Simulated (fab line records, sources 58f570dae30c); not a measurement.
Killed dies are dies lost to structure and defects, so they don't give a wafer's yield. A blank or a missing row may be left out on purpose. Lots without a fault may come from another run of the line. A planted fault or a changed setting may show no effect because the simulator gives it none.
Which tool did it? | flow berkeley_cmos170 | 13 lots, 39 wafers sampled, at 6 steps of a route of 331

WHAT THE GAUGES READ, wafer by wafer
UCB170_GATE_THK_MEAS_02.
lot  | measured     | on            | GATE_OXIDE_THK (nm)
L368 | day 5 09:39  | film_metro-02 | 6.52 6.57 6.55
L369 | day 5 20:08  | film_metro-01 | 6.69 6.79 6.75
L370 | day 5 20:08  | film_metro-03 | 6.66 6.75 6.76
L371 | day 6 08:25  | film_metro-03 | 6.65 6.60 6.48
L372 | day 6 14:01  | film_metro-01 | 6.79 6.96 6.82
L375 | day 7 04:35  | film_metro-03 | 6.80 6.94 6.93
L377 | day 7 11:06  | film_metro-01 | 6.72 6.84 6.62
L384 | day 8 20:59  | film_metro-03 | 6.52 6.61 6.47
L388 | day 9 21:46  | film_metro-02 | 6.76 6.71 6.63
L387 | day 9 21:48  | film_metro-01 | 6.80 6.79 6.72
L389 | day 9 23:06  | film_metro-01 | 6.59 6.46 6.45
L390 | day 10 14:23 | film_metro-02 | 6.66 6.69 6.71
L391 | day 10 14:24 | film_metro-03 | 6.77 6.71 6.82

UCB170_GATE_CD_MEAS_12: target cd 350 nm.
lot  | measured     | on        | cd_nm (nm)
L368 | day 5 16:58  | cd_sem-02 | 351.0 350.1 350.3
L369 | day 6 04:20  | cd_sem-02 | 349.0 349.8 348.4
L370 | day 6 04:35  | cd_sem-01 | 350.2 351.3 349.5
L371 | day 6 14:09  | cd_sem-02 | 348.6 349.5 349.3
L372 | day 6 18:43  | cd_sem-02 | 349.7 350.2 349.8
L375 | day 7 10:03  | cd_sem-01 | 349.7 349.9 349.3
L377 | day 7 17:55  | cd_sem-01 | 346.4 347.0 346.6
L384 | day 9 05:43  | cd_sem-02 | 350.8 349.9 350.0
L388 | day 10 05:47 | cd_sem-01 | 347.3 346.0 347.0
L387 | day 10 06:04 | cd_sem-01 | 350.1 349.8 349.9
L389 | day 10 06:10 | cd_sem-01 | 347.9 348.4 349.2
L390 | day 10 22:02 | cd_sem-01 | 350.8 349.8 350.6
L391 | day 10 21:49 | cd_sem-01 | 347.0 346.7 346.7

UCB170_PLDD_CD_MEAS_06: target cd 1200 nm.
lot  | measured     | on        | cd_nm (nm)
L368 | day 5 19:00  | cd_sem-01 | 1198.4 1198.7 1199.7
L369 | day 6 06:01  | cd_sem-01 | 1201.6 1201.0 1200.7
L370 | day 6 06:14  | cd_sem-02 | 1201.3 1201.6 1200.4
L371 | day 6 16:57  | cd_sem-01 | 1200.3 1202.0 1201.0
L372 | day 6 20:19  | cd_sem-01 | 1200.2 1199.3 1198.0
L375 | day 7 13:00  | cd_sem-01 | 1201.6 1198.8 1200.3
L377 | day 7 19:32  | cd_sem-01 | 1198.0 1200.8 1198.4
L384 | day 9 07:19  | cd_sem-01 | 1197.3 1197.2 1198.1
L388 | day 10 08:11 | cd_sem-02 | 1195.7 1196.1 1196.9
L387 | day 10 08:54 | cd_sem-01 | 1200.3 1200.9 1200.6
L389 | day 10 09:10 | cd_sem-02 | 1204.0 1201.8 1204.1
L390 | day 11 00:22 | cd_sem-01 | 1199.6 1200.3 1199.9
L391 | day 11 00:10 | cd_sem-02 | 1198.3 1199.3 1198.3

UCB170_PLDD_TW_MEAS_11.
lot  | measured     | on            | PLDD_TW
L368 | day 5 19:33  | film_metro-04 | 1013 1011 1013
L369 | day 6 06:34  | film_metro-02 | 1019 1016 1020
L370 | day 6 06:47  | film_metro-02 | 1012 1022 1016
L371 | day 6 17:31  | film_metro-04 | 1008 1005 1009
L372 | day 6 20:52  | film_metro-02 | 1022 1017 1014
L375 | day 7 13:32  | film_metro-02 | 1069 1073 1077
L377 | day 7 20:06  | film_metro-02 | 1071 1075 1071
L384 | day 9 07:52  | film_metro-04 | 999 1003 1005
L388 | day 10 08:44 | film_metro-04 | 1013 1020 1011
L387 | day 10 09:27 | film_metro-03 | 1013 1007 1005
L389 | day 10 09:43 | film_metro-02 | 1014 1016 1025
L390 | day 11 00:55 | film_metro-03 | 1003 1010 1012
L391 | day 11 00:43 | film_metro-04 | 1010 1013 1010

UCB170_SDANNEAL_RS_MEAS_04: measures by four-point-probe.
lot  | measured     | on            | PLDD_RS (ohm/sq)
L368 | day 6 08:53  | film_metro-03 | 1033 1034 1032
L369 | day 6 19:29  | film_metro-03 | 1033 1030 1030
L370 | day 6 20:02  | film_metro-02 | 1028 1030 1033
L371 | day 7 07:43  | film_metro-02 | 1036 1035 1034
L372 | day 7 08:40  | film_metro-02 | 1025 1028 1030
L375 | day 7 23:15  | film_metro-03 | 900 899 903
L377 | day 8 11:23  | film_metro-03 | 907 907 904
L384 | day 9 21:28  | film_metro-04 | 1039 1034 1035
L388 | day 10 23:35 | film_metro-04 | 1034 1031 1033
L387 | day 10 23:40 | film_metro-03 | 1035 1033 1034
L389 | day 10 23:44 | film_metro-02 | 1024 1028 1024
L390 | day 11 15:43 | film_metro-02 | 1031 1031 1030
L391 | day 11 15:52 | film_metro-04 | 1032 1030 1027

WHICH TOOL RAN EACH LOT (tool, then ch and the chambers of the sampled wafers, then the start)
lot  | UCB170_PLDD_IMPLANT_09
L368 | implanter-03 ch 0, day 5 19:19
L369 | implanter-02 ch 0, day 6 06:19
L370 | implanter-03 ch 0, day 6 06:32
L371 | implanter-02 ch 0, day 6 17:16
L372 | implanter-04 ch 0, day 6 20:38
L375 | implanter-02 ch 0, day 7 13:19
L377 | implanter-02 ch 0, day 7 19:51
L384 | implanter-03 ch 0, day 9 07:38
L388 | implanter-03 ch 0, day 10 08:29
L387 | implanter-04 ch 0, day 10 09:13
L389 | implanter-03 ch 0, day 10 09:28
L390 | implanter-04 ch 0, day 11 00:40
L391 | implanter-02 ch 0, day 11 00:29
- UCB170_PLDD_IMPLANT_09

WHAT THE TOOLS THEMSELVES READ (means of the sampled wafers that have a number; where no wafer has one, the mark that the record gives instead)
UCB170_PLDD_IMPLANT_09.
lot  | tool         | beam_on_s (s) | dose_ions_cm2 | end_station_pressure_torr (Torr) | faraday_current_uA
L368 | implanter-03 | 10.04         | 5e+13         | 4.95e-06                         | 158
L369 | implanter-02 | 9.98          | 5e+13         | 5.04e-06                         | 159
L370 | implanter-03 | 9.95          | 5e+13         | 5.00e-06                         | 159
L371 | implanter-02 | 9.91          | 5e+13         | 4.97e-06                         | 160
L372 | implanter-04 | 9.92          | 5e+13         | 5.08e-06                         | 160
L375 | implanter-02 | 10.97         | 7e+13         | 4.83e-06                         | 198
L377 | implanter-02 | 10.98         | 7e+13         | 5.15e-06                         | 197
L384 | implanter-03 | 10.15         | 5e+13         | 4.86e-06                         | 156
L388 | implanter-03 | 10.23         | 5e+13         | 5.15e-06                         | 155
L387 | implanter-04 | 9.91          | 5e+13         | 5.28e-06                         | 160
L389 | implanter-03 | 9.96          | 5e+13         | 5.10e-06                         | 159
L390 | implanter-04 | 10.07         | 5e+13         | 5.21e-06                         | 158
L391 | implanter-02 | 10.04         | 5e+13         | 4.98e-06                         | 158

THE ANSWER, worked out from the rows above alone
Rule: what is usual is taken from the lots themselves. Put in order of their means at a reading, lots are off if they are a third of the lots or fewer, leave a main group of 4 or more, and stand apart from it by a gap of 3 or more times the standard deviation of the main group's means; of several such gaps the widest counts. A main group whose means are all the same, to the digits that the tables above print for the reading, isn't used. A lot without any number at a reading at which 4 lots or more have one is off too. The other lots that the step has rows for count as sound. The gauges are gone through in route order, then the tools' own readings, and for those a lot's mean is taken as printed above. The first step at which some lot is off is used, and at that step the reading that is off furthest; a lot without a number counts as furthest.
Off: L375, L377, at UCB170_PLDD_TW_MEAS_11 (PLDD_TW). The main group: mean 1012, standard deviation 5.1.
A tool fits if, at a process step before that reading, it ran every lot that is off, and no sound lot after the first of them. The gauges at UCB170_PLDD_TW_MEAS_11 aren't tried: what is off there is off at UCB170_SDANNEAL_RS_MEAS_04 too, on other tools, and a gauge's error can't cause that. None of those tried fits.

WHAT THE SIMULATOR HAD PUT IN
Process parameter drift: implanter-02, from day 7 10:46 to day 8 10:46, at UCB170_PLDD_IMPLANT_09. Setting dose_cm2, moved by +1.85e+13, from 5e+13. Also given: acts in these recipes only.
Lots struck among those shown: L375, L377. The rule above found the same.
